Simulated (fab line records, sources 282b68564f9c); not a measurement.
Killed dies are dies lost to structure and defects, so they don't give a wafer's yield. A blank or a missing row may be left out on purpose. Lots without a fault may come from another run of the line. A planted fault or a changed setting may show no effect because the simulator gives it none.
Which tool did it? | flow rit_cmos | 14 lots, 42 wafers sampled, at 4 steps of a route of 202

WHAT THE GAUGES READ, wafer by wafer
RIT_FOX2_THK_MEAS_01. Usual: FOX2_OXIDE_THK 352 nm, standard deviation 6.
lot  | measured    | on            | FOX2_OXIDE_THK (nm) | flag
L488 | day 1 19:42 | film_metro-04 | 363 362 360         |
L490 | day 2 07:01 | film_metro-01 | 359 351 358         |
L494 | day 3 02:25 | film_metro-01 | 342 351 347         |
L497 | day 3 18:24 | film_metro-01 | 359 354 354         |
L498 | day 3 23:18 | film_metro-04 | 348 353 357         |
L501 | day 4 13:00 | film_metro-04 | 388 398 392         | OFF
L502 | day 4 17:32 | film_metro-01 | 388 394 387         | OFF
L503 | day 5 04:50 | film_metro-02 | 350 353 348         |
L504 | day 5 09:34 | film_metro-02 | 361 367 369         |
L506 | day 5 14:26 | film_metro-04 | 348 346 342         |
L505 | day 5 16:01 | film_metro-04 | 353 359 359         |
L508 | day 6 02:22 | film_metro-01 | 359 364 347         |
L509 | day 6 06:05 | film_metro-04 | 350 349 356         |
L510 | day 6 14:53 | film_metro-04 | 348 350 349         |

RIT_FOX2_THK_MEAS_90. Usual: FIELD_OXIDE_LEFT_1_THK 325 nm, standard deviation 5.9.
lot  | measured    | on            | FIELD_OXIDE_LEFT_1_THK (nm) | flag
L488 | day 1 20:35 | film_metro-02 | 336 334 332                 |
L490 | day 2 07:58 | film_metro-04 | 332 324 332                 |
L494 | day 3 03:17 | film_metro-01 | 315 323 320                 |
L497 | day 3 19:17 | film_metro-04 | 332 326 326                 |
L498 | day 4 00:10 | film_metro-02 | 320 325 329                 |
L501 | day 4 13:53 | film_metro-04 | 360 371 365                 | OFF
L502 | day 4 18:25 | film_metro-04 | 360 366 360                 | OFF
L503 | day 5 05:52 | film_metro-04 | 323 325 321                 |
L504 | day 5 10:27 | film_metro-02 | 334 339 342                 |
L506 | day 5 15:19 | film_metro-02 | 321 319 316                 |
L505 | day 5 16:58 | film_metro-01 | 326 331 332                 |
L508 | day 6 03:19 | film_metro-01 | 331 336 320                 |
L509 | day 6 06:58 | film_metro-02 | 323 322 329                 |
L510 | day 6 15:46 | film_metro-02 | 321 323 322                 |

RIT_FOX2_THK_MEAS_91. Usual: FIELD_OXIDE_LEFT_2_THK 257 nm, standard deviation 5.9.
lot  | measured    | on            | FIELD_OXIDE_LEFT_2_THK (nm) | flag
L488 | day 2 09:30 | film_metro-01 | 268 266 264                 |
L490 | day 2 20:14 | film_metro-02 | 265 257 264                 |
L494 | day 3 15:45 | film_metro-04 | 246 254 251                 |
L497 | day 4 08:41 | film_metro-02 | 264 259 259                 |
L498 | day 4 13:35 | film_metro-04 | 252 257 261                 |
L501 | day 5 04:34 | film_metro-01 | 292 303 297                 | OFF
L502 | day 5 11:08 | film_metro-02 | 293 299 292                 | OFF
L503 | day 5 19:03 | film_metro-04 | 255 257 253                 |
L504 | day 5 23:41 | film_metro-04 | 265 271 273                 |
L506 | day 6 03:37 | film_metro-02 | 253 251 248                 |
L505 | day 6 07:17 | film_metro-01 | 256 261 262                 |
L508 | day 6 17:16 | film_metro-02 | 263 268 252                 |
L509 | day 6 22:07 | film_metro-01 | 254 253 260                 |
L510 | day 7 04:01 | film_metro-04 | 253 254 253                 |

WHICH TOOL RAN EACH LOT (tool, then ch and the chambers of the sampled wafers, then the start)
lot  | RIT_FOX2_OXIDATION_00
L488 | furnace-03 ch 0, day 1 18:23
L490 | furnace-04 ch 0, day 2 05:43
L494 | furnace-01 ch 0, day 3 01:06
L497 | furnace-04 ch 0, day 3 17:05
L498 | furnace-01 ch 0, day 3 21:59
L501 | furnace-04 ch 0, day 4 11:41
L502 | furnace-04 ch 0, day 4 16:13
L503 | furnace-01 ch 0, day 5 03:31
L504 | furnace-01 ch 0, day 5 08:15
L506 | furnace-03 ch 0, day 5 13:07
L505 | furnace-03 ch 0, day 5 14:41
L508 | furnace-01 ch 0, day 6 01:03
L509 | furnace-03 ch 0, day 6 04:44
L510 | furnace-03 ch 0, day 6 13:34
- RIT_FOX2_OXIDATION_00: target thk 350.7 nm, ox time 1130 s.

WHAT THE TOOLS THEMSELVES READ (means of the sampled wafers that have a number; where no wafer has one, the mark that the record gives instead)
The record holds no such reading with a usual standard deviation.

THE ANSWER, worked out from the rows above alone
Rule: a lot is off if the mean of its wafers that have a number lies more than 3 standard deviations from the usual mean. A lot without any number at a reading at which 4 lots or more have one is off too. The other lots that the step has rows for count as sound. The gauges are gone through in route order, then the tools' own readings, and for those a lot's mean is taken as printed above. The first step at which some lot is off is used, and at that step the reading that is off furthest; a lot without a number counts as furthest.
Off: L501, L502, at RIT_FOX2_THK_MEAS_01 (FOX2_OXIDE_THK).
A tool fits if, at a process step before that reading, it ran every lot that is off, and no sound lot after the first of them. The gauges at RIT_FOX2_THK_MEAS_01 are tried like those tools. One fits: furnace-04 at RIT_FOX2_OXIDATION_00. Its last sound lot is L497 (day 3 17:05), its first lot that is off L501 (day 4 11:41): a fault that began between those two fits.

WHAT THE SIMULATOR HAD PUT IN
Process parameter drift: furnace-04, from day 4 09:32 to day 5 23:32, at RIT_FOX2_OXIDATION_00. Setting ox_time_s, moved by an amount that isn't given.
Lots struck among those shown: L501, L502. The rule above found the same.
